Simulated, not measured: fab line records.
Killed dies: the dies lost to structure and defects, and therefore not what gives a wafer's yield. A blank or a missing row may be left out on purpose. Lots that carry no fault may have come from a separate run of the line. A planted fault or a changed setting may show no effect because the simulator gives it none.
fab line records	flow rit_cmos
[record] lots = 6	wafers = 18	last_day = 7
route steps=202 shown NWELL@35 PWELL@39 M1@202
lots with no fault: from the same line, run without faults
start_h: start of the lot's first displayed wafer, in hours after the record's first day	wait_h: how many hours have passed since the lot's step before this one	" identical to the entry in the row above	L1.1+2: a row that stands for several wafers	- no value present, or no start provided	* or withheld: withheld	< > ~ a bound
route shown NAME@n: a module of which the file shows steps, and the number in the route of the first	usual: mean and standard deviation over wafers with no fault	same: alike in all rows	chamber/n: place in a boat	sites: per-site readings	_std_site: the values' standard deviation	_edge_site: inner sites' mean taken away from outer sites' mean	radius_mm: for every site, how far away it sits from the centre of the wafer	mask NAME#n: copy n	behind: the tool/chamber that last shaped the wafer	hold: why the lot went on hold/how many hours it stayed there/how the hold came to an end	device: the transistor (n, p or np) that didn't switch	end of line: the route-end tests of the same wafers	a step with no rows: only its recipe	killed: the dies lost at the first sort to structure and to defects; this is not the yield of the wafer	map: per-die view of a wafer (x killed, . not killed, _ where there is no die)
set.NAME: the setting the step ran with; set.NAME@STEP: the setting that earlier step ran with	model.NAME: the simulator's own value behind a step, which no gauge read
lots at selected steps of the route; one table per step, one row per wafer
services: when a tool's chamber went out of use (start_h, in hours from the record's first day, below 0 if earlier), for how many hours, and the reason
[[steps]]
[step RIT_NWELL_HARDBAKE_07]
[recipe] resist = NOVOLAK	temp_c = 140	time_s = 120
[step RIT_NWELL_IMPLANT_08]
[recipe] species = P	energy_kev = 170	dose_cm2 = 5e+13	tilt_deg = 7
[step RIT_NWELL_STRIP_09]
[recipe] chemistry = O2	time_s = 180	resist = NOVOLAK	platen_temp_c = withheld	power_w = 500	pressure_mtorr = 4000	o2_flow_sccm = 4000
[usual] drypump_motor_current_A = 5.4/0.52
[same] time_s = 180
lot.wafer	tool	chamber	start_h	wait_h	drypump_motor_current_A	rf_hours_counter_h
L864.2	plasma_asher-04	0	60.81	0.1	6.0	40
L864.3	"	1	"	"	5.7	-
L864.5	"	0	"	"	5.9	-
L865.3	plasma_asher-03	0	66.60	0.1	5.8	-
L865.5	"	0	"	"	5.8	-
L865.6	"	1	"	"	4.8	-
L870.2	plasma_asher-03	1	90.97	0.1	4.8	47
L870.3	"	0	"	"	5.8	-
L870.6	"	1	"	"	4.8	-
L874.2	plasma_asher-02	0	111.02	0.1	6.1	30
L874.3	"	0	"	"	6.1	-
L874.6	"	0	"	"	6.1	-
L876.1	plasma_asher-03	1	121.75	0.1	4.8	50
L876.4	"	1	"	"	4.8	-
L876.5	"	1	"	"	4.8	-
L879.1	plasma_asher-02	1	137.26	0.1	4.9	33
L879.3	"	0	"	"	6.1	-
L879.6	"	1	"	"	4.9	-
[step RIT_NWELL_TW_MEAS_10]
[usual] NWELL_TW = 2163/10
lot.wafer	tool	chamber	start_h	wait_h	NWELL_TW
L864.2	film_metro-03	-	61.00	0.1	2187
L864.3	"	-	"	"	2186
L864.5	"	-	"	"	2180
L865.3	film_metro-03	-	66.73	0.1	2181
L865.5	"	-	"	"	2191
L865.6	"	-	"	"	2184
L870.2	film_metro-02	-	91.16	0.1	2161
L870.3	"	-	"	"	2161
L870.6	"	-	"	"	2156
L874.2	film_metro-02	-	111.21	0.1	2171
L874.3	"	-	"	"	2161
L874.6	"	-	"	"	2160
L876.1	film_metro-03	-	121.92	0.1	2173
L876.4	"	-	"	"	2159
L876.5	"	-	"	"	2176
L879.1	film_metro-02	-	137.43	0.1	2166
L879.3	"	-	"	"	2166
L879.6	"	-	"	"	2161
[step RIT_PWELL_HMDS_00]
[recipe] prime_time_s = 60	prime_temp_c = 140
[step RIT_PWELL_COAT_01]
[recipe] resist = NOVOLAK	spin_rpm = 2000	resist_thk_nm = 1300
[step RIT_PWELL_SOFTBAKE_02]
[recipe] resist = NOVOLAK	temp_c = 90	time_s = 60
[step RIT_PWELL_EXPOSE_03]
[recipe] mask_id = M3	na = 0.57	target_cd_nm = 43700	dose_mj = 250
[step RIT_PWELL_PEB_04]
[recipe] resist = NOVOLAK	temp_c = withheld	time_s = withheld
[step RIT_PWELL_DEVELOP_05]
[recipe] resist = NOVOLAK	develop_time_s = 68	dev_temp_c = 23
[step RIT_PWELL_OVL_MEAS_06]
[usual] PWELL_OVL = -0.2/1.1
lot.wafer	tool	chamber	start_h	wait_h	PWELL_OVL[nm]
L864.2	overlay-02	-	62.09	-	0.2
L864.3	"	-	"	"	-0.4
L864.5	"	-	"	"	-1.2
L865.3	overlay-01	-	67.67	-	-2.4
L865.5	"	-	"	"	-1.4
L865.6	"	-	"	"	-0.5
L870.2	overlay-01	-	92.22	-	0.4
L870.3	"	-	"	"	-0.8
L870.6	"	-	"	"	-0.2
L874.2	overlay-02	-	112.14	-	-0.6
L874.3	"	-	"	"	0.8
L874.6	"	-	"	"	-0.2
L876.1	overlay-01	-	122.99	-	0.9
L876.4	"	-	"	"	-0.2
L876.5	"	-	"	"	-0.8
L879.1	overlay-02	-	138.37	-	1.3
L879.3	"	-	"	"	-0.9
L879.6	"	-	"	"	1.2
[step RIT_PWELL_HARDBAKE_07]
[recipe] resist = NOVOLAK	temp_c = 140	time_s = 120
[step RIT_PWELL_IMPLANT_08]
[recipe] species = B	energy_kev = 170	dose_cm2 = 7e+13	tilt_deg = 7
[usual] dose_ions_cm2 = 7e+13/7.6e+10
lot.wafer	tool	chamber	start_h	wait_h	dose_ions_cm2
L864.2	implanter-01	0	62.40	0.2	6.997e+13
L864.3	"	0	"	"	7.002e+13
L864.5	"	0	"	"	6.996e+13
L865.3	implanter-01	0	68.01	0.2	6.99e+13
L865.5	"	0	"	"	7.002e+13
L865.6	"	0	"	"	6.997e+13
L870.2	implanter-04	0	92.52	0.2	6.995e+13
L870.3	"	0	"	"	7.003e+13
L870.6	"	0	"	"	7.003e+13
L874.2	implanter-04	0	112.45	0.2	6.989e+13
L874.3	"	0	"	"	6.995e+13
L874.6	"	0	"	"	6.999e+13
L876.1	implanter-04	0	123.28	0.2	6.997e+13
L876.4	"	0	"	"	6.992e+13
L876.5	"	0	"	"	6.993e+13
L879.1	implanter-03	0	138.66	0.2	6.99e+13
L879.3	"	0	"	"	7.005e+13
L879.6	"	0	"	"	7.001e+13
[step RIT_PWELL_STRIP_09]
[recipe] chemistry = O2	time_s = 180	resist = NOVOLAK	platen_temp_c = withheld	power_w = 500	pressure_mtorr = 4000	o2_flow_sccm = 4000
[usual] drypump_motor_current_A = 5.6/0.53
[same] time_s = 180
lot.wafer	tool	chamber	start_h	wait_h	drypump_motor_current_A	rf_hours_counter_h
L864.2	plasma_asher-03	1	62.52	0.1	4.8	44
L864.3	"	1	"	"	4.8	-
L864.5	"	0	"	"	5.8	-
L865.3	plasma_asher-03	0	68.16	0.1	5.8	-
L865.5	"	0	"	"	5.8	-
L865.6	"	1	"	"	4.8	-
L870.2	plasma_asher-02	1	92.65	0.1	4.9	28
L870.3	"	0	"	"	6.1	-
L870.6	"	0	"	"	6.1	-
L874.2	plasma_asher-03	0	112.57	0.1	5.8	49
L874.3	"	0	"	"	5.8	-
L874.6	"	0	"	"	5.8	-
L876.1	plasma_asher-01	1	123.43	0.1	6.1	50
L876.4	"	1	"	"	6.2	-
L876.5	"	0	"	"	5.4	-
L879.1	plasma_asher-02	1	138.81	0.1	4.9	34
L879.3	"	1	"	"	4.9	-
L879.6	"	1	"	"	4.9	-
[step RIT_PWELL_TW_MEAS_10]
[usual] PWELL_TW = 960/4.1
lot.wafer	tool	chamber	start_h	wait_h	hold	PWELL_TW
L864.2	film_metro-04	-	62.71	0.1	await_dispo/0.2h/release	949
L864.3	"	-	"	"	await_dispo/0.2h/release	942
L864.5	"	-	"	"	await_dispo/0.2h/release	942
L864.2	film_metro-04	-	62.93	0.2	-	949
L864.3	"	-	"	"	-	942
L864.5	"	-	"	"	-	938
L865.3	film_metro-02	-	68.30	0.1	-	948
L865.5	"	-	"	"	-	943
L865.6	"	-	"	"	-	946
L870.2	film_metro-02	-	92.83	0.1	-	962
L870.3	"	-	"	"	-	959
L870.6	"	-	"	"	-	962
L874.2	film_metro-04	-	112.76	0.1	-	955
L874.3	"	-	"	"	-	959
L874.6	"	-	"	"	-	963
L876.1	film_metro-03	-	123.60	0.1	-	961
L876.4	"	-	"	"	-	962
L876.5	"	-	"	"	-	959
L879.1	film_metro-02	-	138.99	0.1	-	963
L879.3	"	-	"	"	-	961
L879.6	"	-	"	"	-	955
[step RIT_WELLDRIVE_RS_MEAS_01]
[recipe] thk_meas_gauge = four-point-probe
[usual] NWELL_RS = 275.5/0.85
lot.wafer	tool	chamber	start_h	wait_h	NWELL_RS[ohm/sq]
L864.2	film_metro-03	-	69.97	0.0	275.8
L864.3	"	-	"	"	276.7
L864.5	"	-	"	"	275.7
L865.3	film_metro-02	-	73.46	0.0	274.5
L865.5	"	-	"	"	274.8
L865.6	"	-	"	"	275.7
L870.2	film_metro-04	-	97.99	0.0	275.1
L870.3	"	-	"	"	275.5
L870.6	"	-	"	"	275.6
L874.2	film_metro-03	-	117.91	0.0	275.1
L874.3	"	-	"	"	275.6
L874.6	"	-	"	"	274.9
L876.1	film_metro-03	-	128.74	0.0	274.6
L876.4	"	-	"	"	274.5
L876.5	"	-	"	"	274.9
L879.1	film_metro-02	-	144.13	0.0	275.0
L879.3	"	-	"	"	274.8
L879.6	"	-	"	"	276.3
[step RIT_WELLDRIVE_RS_MEAS_02]
[recipe] thk_meas_gauge = four-point-probe
[usual] PWELL_RS = 429.6/1.3
lot.wafer	tool	chamber	start_h	wait_h	hold	PWELL_RS[ohm/sq]
L864.2	film_metro-03	-	70.09	0.1	await_dispo/0.2h/release	440.4
L864.3	"	-	"	"	await_dispo/0.2h/release	441.1
L864.5	"	-	"	"	await_dispo/0.2h/release	440.6
L864.2	film_metro-03	-	70.38	0.3	-	440.4
L864.3	"	-	"	"	-	440.4
L864.5	"	-	"	"	-	441.0
L865.3	film_metro-02	-	73.58	0.1	await_dispo/0.2h/release	439.6
L865.5	"	-	"	"	await_dispo/0.2h/release	438.7
L865.6	"	-	"	"	await_dispo/0.2h/release	440.1
L865.3	film_metro-02	-	73.87	0.3	-	438.9
L865.5	"	-	"	"	-	439.9
L865.6	"	-	"	"	-	439.8
L870.2	film_metro-04	-	98.11	0.1	-	429.5
L870.3	"	-	"	"	-	429.4
L870.6	"	-	"	"	-	429.9
L874.2	film_metro-03	-	118.03	0.1	-	429.3
L874.3	"	-	"	"	-	430.7
L874.6	"	-	"	"	-	429.9
L876.1	film_metro-03	-	128.86	0.1	-	428.5
L876.4	"	-	"	"	-	429.3
L876.5	"	-	"	"	-	428.6
L879.1	film_metro-02	-	144.25	0.1	-	431.0
L879.3	"	-	"	"	-	431.7
L879.6	"	-	"	"	-	430.7
[step RIT_M1_PROBE_99]
[usual] killed_at_contacts = 0.1/0.32	killed_at_front_end = 7/3	killed_dies = 7/3	killed_on_rim = 1.8/1.4	killed_open = 3.4/2.2	killed_short = 3.3/1.8
[same] gross_dies = 264	killed_at_M0_to_M3 = 0	killed_at_M4_up = 0	killed_at_back_side = 0	killed_at_other = 0
lot.wafer	tool	chamber	start_h	wait_h	killed_at_contacts	killed_at_front_end	killed_dies	killed_on_rim	killed_open	killed_short
L865.3	prober-02	-	111.00	0.2	0	5	5	0	4	1
L865.5	prober-02	-	111.10	0.2	0	7	7	1	5	2
L865.6	prober-02	-	111.15	0.2	0	6	6	1	4	2
L870.2	prober-01	-	127.37	0.1	0	6	6	2	6	0
L870.3	prober-01	-	127.42	0.2	1	6	7	1	3	4
L870.6	prober-01	-	127.57	0.2	0	2	2	0	1	1
L876.1	prober-01	-	158.59	0.1	0	5	5	4	1	4
L876.4	prober-01	-	158.74	0.2	0	15	15	3	7	8
L876.5	prober-01	-	158.79	0.2	1	11	12	5	5	7
L879.1	prober-02	-	173.62	0.1	0	11	11	1	1	10
L879.3	prober-02	-	173.72	0.2	0	5	5	1	4	1
L879.6	prober-02	-	173.87	0.2	0	5	5	3	4	1
// killed by level:class
L865.3 GATE:geometric_particle:open=2 FOX2:geometric_particle:open=1 REOX:geometric_particle:open=1 SILICIDE:geometric_particle:short=1
L865.5 GATE:geometric_particle:open=2 SPACER:geometric_particle:open=2 FOX1:geometric_particle:open=1 GATE:geometric_particle:short=1 SPACER:geometric_particle:short=1
L865.6 GATE:geometric_particle:short=2 FOX1:geometric_particle:open=1 REOX:geometric_particle:open=1 SPACER:geometric_particle:open=1 SILICIDE:geometric_particle:open=1
L870.2 GATE:geometric_particle:open=2 FOX1:geometric_particle:open=1 REOX:geometric_particle:open=1 SPACER:geometric_particle:open=1 SILICIDE:geometric_particle:open=1
L870.3 GATE:geometric_particle:open=2 REOX:geometric_particle:short=2 GATE:geometric_particle:short=1 SPACER:geometric_particle:short=1 CONTACT:geometric_particle:open=1
L870.6 FOX2:geometric_particle:open=1 SPACER:geometric_particle:short=1
L876.1 FOX1:geometric_particle:short=2 GATE:geometric_particle:short=2 REOX:geometric_particle:open=1
L876.4 FOX1:geometric_particle:short=4 FOX1:geometric_particle:open=3 SILICIDE:geometric_particle:short=2 SILICIDE:geometric_particle:open=2 FOX2:geometric_particle:open=1 GATE:geometric_particle:open=1 GATE:geometric_particle:short=1 REOX:geometric_particle:short=1
L876.5 SILICIDE:geometric_particle:short=3 FOX2:geometric_particle:open=2 FOX1:geometric_particle:open=1 FOX2:geometric_particle:short=1 GATE:geometric_particle:open=1 GATE:geometric_particle:short=1 SPACER:geometric_particle:open=1 SPACER:geometric_particle:short=1
L879.1 GATE:geometric_particle:short=4 FOX2:geometric_particle:short=2 SPACER:geometric_particle:short=2 GATE:geometric_particle:open=1 REOX:geometric_particle:short=1 SILICIDE:geometric_particle:short=1
L879.3 GATE:geometric_particle:open=3 REOX:geometric_particle:short=1 SILICIDE:geometric_particle:open=1
L879.6 GATE:geometric_particle:open=2 REOX:geometric_particle:open=1 REOX:geometric_particle:short=1 SILICIDE:geometric_particle:open=1
[[services]]
tool	chamber	start_h	hours	kind
plasma_asher-04	-	108.75	9.0	pm
plasma_asher-04	0	108.75	9.0	vent_cycle
plasma_asher-04	1	108.75	9.0	vent_cycle
plasma_asher-04	0	117.75	-	clean
plasma_asher-04	1	117.75	-	clean
implanter-04	-	127.63	15.8	pm
[[key]]
[first_sign] step = RIT_PWELL_TW_MEAS_10	reading = visit	direction = added
[effect] step = RIT_PWELL_TW_MEAS_10	reading = PWELL_TW	direction = down	sigmas = 3.6	usual = 960	struck = 945
[effect] step = RIT_WELLDRIVE_RS_MEAS_02	reading = visit	direction = added
[effect] step = RIT_WELLDRIVE_RS_MEAS_02	reading = PWELL_RS	direction = up	sigmas = 7.9	usual = 429.6	struck = 440.1
met_at RIT_PWELL_IMPLANT_08
struck_wafers L864.2,L864.3,L864.5,L865.3,L865.5,L865.6
rows_end L864.2,L864.3,L864.5
tester_left_out L865
[fault] kind = process_parameter_drift	tool = implanter-01	chamber = -	onset_h = 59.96	steps = RIT_PWELL_IMPLANT_08	channel = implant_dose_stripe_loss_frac	offset = 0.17	shape = step	end_h = 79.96
// tester_left_out: of these lots the tester's yield and bins aren't shown, on N5 and GAA mostly nor the transistor test; their killed dies are dies lost to structure and defects alone, not to doping, threshold or leakage, so they don't give the yield
// rows_end: these wafers met a further fault down the route, and their rows from its step on are left out
